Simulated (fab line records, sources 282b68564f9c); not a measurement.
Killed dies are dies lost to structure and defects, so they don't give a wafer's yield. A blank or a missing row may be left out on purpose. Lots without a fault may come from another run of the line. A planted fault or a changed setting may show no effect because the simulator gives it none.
fab line records | flow rit_cmos
record lots=14 wafers=42 last_day=7
route steps=202 shown NWELL@36
lots that met no fault: from a run of the same line without faults
start_h: hours from the record's first day to the start of the lot's first wafer shown | wait_h: hours since the lot's step before | " the same as in the row above | L1.1+2: a row that stands for several wafers | - no value, or no start given | * or withheld: withheld | < > ~ a bound
route shown NAME@n: a module of which the file shows steps, and the number in the route of the first | usual: mean/standard deviation of fault-free wafers | same: alike in all rows | chamber/n: place in a boat | sites: the reading at each site | _std_site: their standard deviation | _edge_site: outer sites' mean less inner sites' | radius_mm: how far each site lies from the wafer's centre | mask NAME#n: copy n | behind: the tool/chamber that last shaped the wafer | hold: why the lot was held/for how many hours/how that ended | device: the transistor (n, p or np) that didn't switch | end of line: the same wafers' tests at the end of the route | a step without rows: its recipe alone | killed: dies lost to structure and defects at the first sort, not the wafer's yield | map: a wafer's dies, x killed, . not, _ none there
set.NAME: the setting as run; set.NAME@STEP: as run at that earlier step | model.NAME: the simulator's own value behind a step, which no gauge read
steps of the route over a sample of lots; a table a step, a row a wafer
services: from which hour (start_h, from the record's first day; less than 0 if before it) a tool's chamber was out of use, for how many hours, and why
## steps
# step RIT_NWELL_IMPLANT_08
# recipe species=P energy_kev=170 dose_cm2=5e+13 tilt_deg=7
# usual tilt_deg=6.999/0.02
# columns lot.wafer tool chamber start_h wait_h tilt_deg
L306.1 implanter-03 0 20.99 0.2 6.976
L306.2 " 0 " " 7.012
L306.4 " 0 " " 6.972
L308.3 implanter-01 0 30.46 0.2 7.020
L308.5 " 0 " " 7.020
L308.6 " 0 " " 7.012
L311.1 implanter-03 0 47.96 0.2 6.973
L311.2 " 0 " " 7.007
L311.4 " 0 " " 6.990
L312.2 implanter-01 0 52.63 0.2 7.001
L312.5 " 0 " " 6.989
L312.6 " 0 " " 6.986
L313.2 implanter-02 0 57.40 0.2 7.021
L313.3 " 0 " " 7.049
L313.6 " 0 " " 7.017
L314.4 implanter-01 0 60.80 0.2 6.988
L314.5 " 0 " " 6.971
L314.6 " 0 " " 6.981
L315.1 implanter-03 0 67.93 0.2 7.005
L315.3 " 0 " " 6.988
L315.5 " 0 " " 6.991
L317.1 implanter-01 0 77.62 0.2 7.004
L317.4 " 0 " " 7.025
L317.5 " 0 " " 7.001
L319.1 implanter-03 0 88.37 0.2 5.941
L319.3 " 0 " " 5.958
L319.4 " 0 " " 5.957
L320.1 implanter-01 0 92.15 0.2 7.001
L320.2 " 0 " " 6.993
L320.3 " 0 " " 6.983
L324.2 implanter-03 0 111.24 0.2 5.961
L324.4 " 0 " " 5.962
L324.5 " 0 " " 5.981
L326.1 implanter-01 0 121.31 0.2 7.006
L326.2 " 0 " " 6.995
L326.5 " 0 " " 6.996
L328.2 implanter-02 0 131.75 0.2 7.009
L328.4 " 0 " " 7.028
L328.5 " 0 " " 7.012
L329.1 implanter-01 0 135.70 0.2 6.987
L329.3 " 0 " " 7.014
L329.5 " 0 " " 6.998
## services
# columns tool chamber start_h hours kind
implanter-02 - 0.26 0.9 repair
implanter-02 - 10.61 4.1 repair
implanter-01 - 11.32 4.7 pm
## key
first_sign step=RIT_NWELL_IMPLANT_08 reading=tilt_deg direction=down sigmas=53 usual=6.999 struck=5.960
effect none on later readings
met_at RIT_NWELL_IMPLANT_08
struck_lots L319,L324
tester_left_out L319,L324
onset_between 67.93 88.37
fault kind=process_parameter_drift tool=implanter-03 chamber=- onset_h=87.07 steps=RIT_NWELL_IMPLANT_08 channel=tilt_deg offset=-1.0264 shape=step end_h=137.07 acts_in=these_recipes_only stated=7
# tester_left_out: of these lots the tester's yield and bins aren't shown, on N5 and GAA mostly nor the transistor test; their killed dies are dies lost to structure and defects alone, not to doping, threshold or leakage, so they don't give the yield
